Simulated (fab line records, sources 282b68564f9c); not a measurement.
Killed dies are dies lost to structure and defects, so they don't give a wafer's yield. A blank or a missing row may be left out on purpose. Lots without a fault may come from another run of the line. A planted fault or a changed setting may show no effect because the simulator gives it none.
Which tool did it? | flow rit_cmos | 13 lots, 39 wafers sampled, at 3 steps of a route of 202

WHAT THE GAUGES READ, wafer by wafer
RIT_SILICIDE_RS_MEAS_02: measures by four-point-probe.
lot  | measured    | on            | SILICIDE_TI_RS (ohm/sq)
L304 | day 3 10:31 | film_metro-02 | 46.4 46.1 46.8
L305 | day 3 15:39 | film_metro-02 | 45.1 45.5 45.3
L306 | day 3 18:16 | film_metro-03 | 46.3 46.2 46.2
L307 | day 3 20:52 | film_metro-02 | 46.4 45.7 45.6
L308 | day 4 09:35 | film_metro-03 | 47.3 46.7 46.5
L310 | day 4 13:07 | film_metro-04 | 46.5 46.0 46.2
L311 | day 5 00:00 | film_metro-02 | 45.4 46.1 46.3
L312 | day 5 02:04 | film_metro-03 | 45.4 45.3 45.6
L313 | day 5 07:01 | film_metro-02 | 45.9 46.5 46.8
L314 | day 5 10:49 | film_metro-02 | 45.8 45.3 46.4
L315 | day 5 20:39 | film_metro-03 | 46.2 45.7 46.2
L317 | day 5 23:43 | film_metro-03 | 47.1 47.3 46.4
L323 | day 7 21:13 | film_metro-02 | 46.0 45.3 43.1

RIT_SILICIDE_THK_MEAS_03: measures by xrf.
lot  | measured    | on            | SILICIDE_TI_THK (nm)
L304 | day 3 10:38 | film_metro-02 | 30.6 30.9 30.3
L305 | day 3 15:46 | film_metro-02 | 31.3 31.0 31.1
L306 | day 3 18:23 | film_metro-03 | 30.6 30.6 30.9
L307 | day 3 20:59 | film_metro-02 | 30.5 31.0 30.9
L308 | day 4 09:42 | film_metro-03 | 30.0 30.4 30.6
L310 | day 4 13:14 | film_metro-04 | 30.5 30.7 30.6
L311 | day 5 00:07 | film_metro-02 | 30.9 30.5 30.6
L312 | day 5 02:11 | film_metro-03 | 31.1 31.2 31.1
L313 | day 5 07:08 | film_metro-02 | 30.6 30.5 30.0
L314 | day 5 10:56 | film_metro-02 | 30.5 31.0 30.6
L315 | day 5 20:46 | film_metro-03 | 30.7 31.0 30.7
L317 | day 5 23:50 | film_metro-03 | 30.4 30.2 30.5
L323 | day 7 21:20 | film_metro-02 | 30.8 31.2 32.6

WHICH TOOL RAN EACH LOT (tool, then ch and the chambers of the sampled wafers, then the start)
lot  | RIT_SILICIDE_SPUTTER_01
L304 | pvd_sputter-02, day 3 10:22
L305 | pvd_sputter-02, day 3 15:29
L306 | pvd_sputter-03, day 3 18:06
L307 | pvd_sputter-02, day 3 20:43
L308 | pvd_sputter-03, day 4 09:25
L310 | pvd_sputter-03, day 4 12:58
L311 | pvd_sputter-03, day 4 23:51
L312 | pvd_sputter-04, day 5 01:55
L313 | pvd_sputter-03, day 5 06:52
L314 | pvd_sputter-04, day 5 10:40
L315 | pvd_sputter-03, day 5 20:29
L317 | pvd_sputter-02, day 5 23:34
L323 | pvd_sputter-04, day 7 21:04
- RIT_SILICIDE_SPUTTER_01: material Ti, target thk 30 nm, time 246.8 s.

WHAT THE TOOLS THEMSELVES READ (means of the sampled wafers that have a number; where no wafer has one, the mark that the record gives instead)
RIT_SILICIDE_SPUTTER_01.
lot  | tool           | throttle_valve_pct (%)
L304 | pvd_sputter-02 | 29.8
L305 | pvd_sputter-02 | 30.2
L306 | pvd_sputter-03 | 29.4
L307 | pvd_sputter-02 | 29.7
L308 | pvd_sputter-03 | 29.4
L310 | pvd_sputter-03 | 29.8
L311 | pvd_sputter-03 | 29.7
L312 | pvd_sputter-04 | 31.0
L313 | pvd_sputter-03 | 29.5
L314 | pvd_sputter-04 | 30.2
L315 | pvd_sputter-03 | 29.4
L317 | pvd_sputter-02 | 30.2
L323 | pvd_sputter-04 | 30.2

THE ANSWER, worked out from the rows above alone
Rule: what is usual is taken from the lots themselves. Put in order of their means at a reading, lots are off if they are a third of the lots or fewer, leave a main group of 4 or more, and stand apart from it by a gap of 3 or more times the standard deviation of the main group's means; of several such gaps the widest counts. A main group whose means are all the same, to the digits that the tables above print for the reading, isn't used. A lot without any number at a reading at which 4 lots or more have one is off too. The other lots that the step has rows for count as sound. The gauges are gone through in route order, then the tools' own readings, and for those a lot's mean is taken as printed above. The first step at which some lot is off is used, and at that step the reading that is off furthest; a lot without a number counts as furthest.
No lot is off at any reading shown: from this, nothing can be told.

WHAT THE SIMULATOR HAD PUT IN
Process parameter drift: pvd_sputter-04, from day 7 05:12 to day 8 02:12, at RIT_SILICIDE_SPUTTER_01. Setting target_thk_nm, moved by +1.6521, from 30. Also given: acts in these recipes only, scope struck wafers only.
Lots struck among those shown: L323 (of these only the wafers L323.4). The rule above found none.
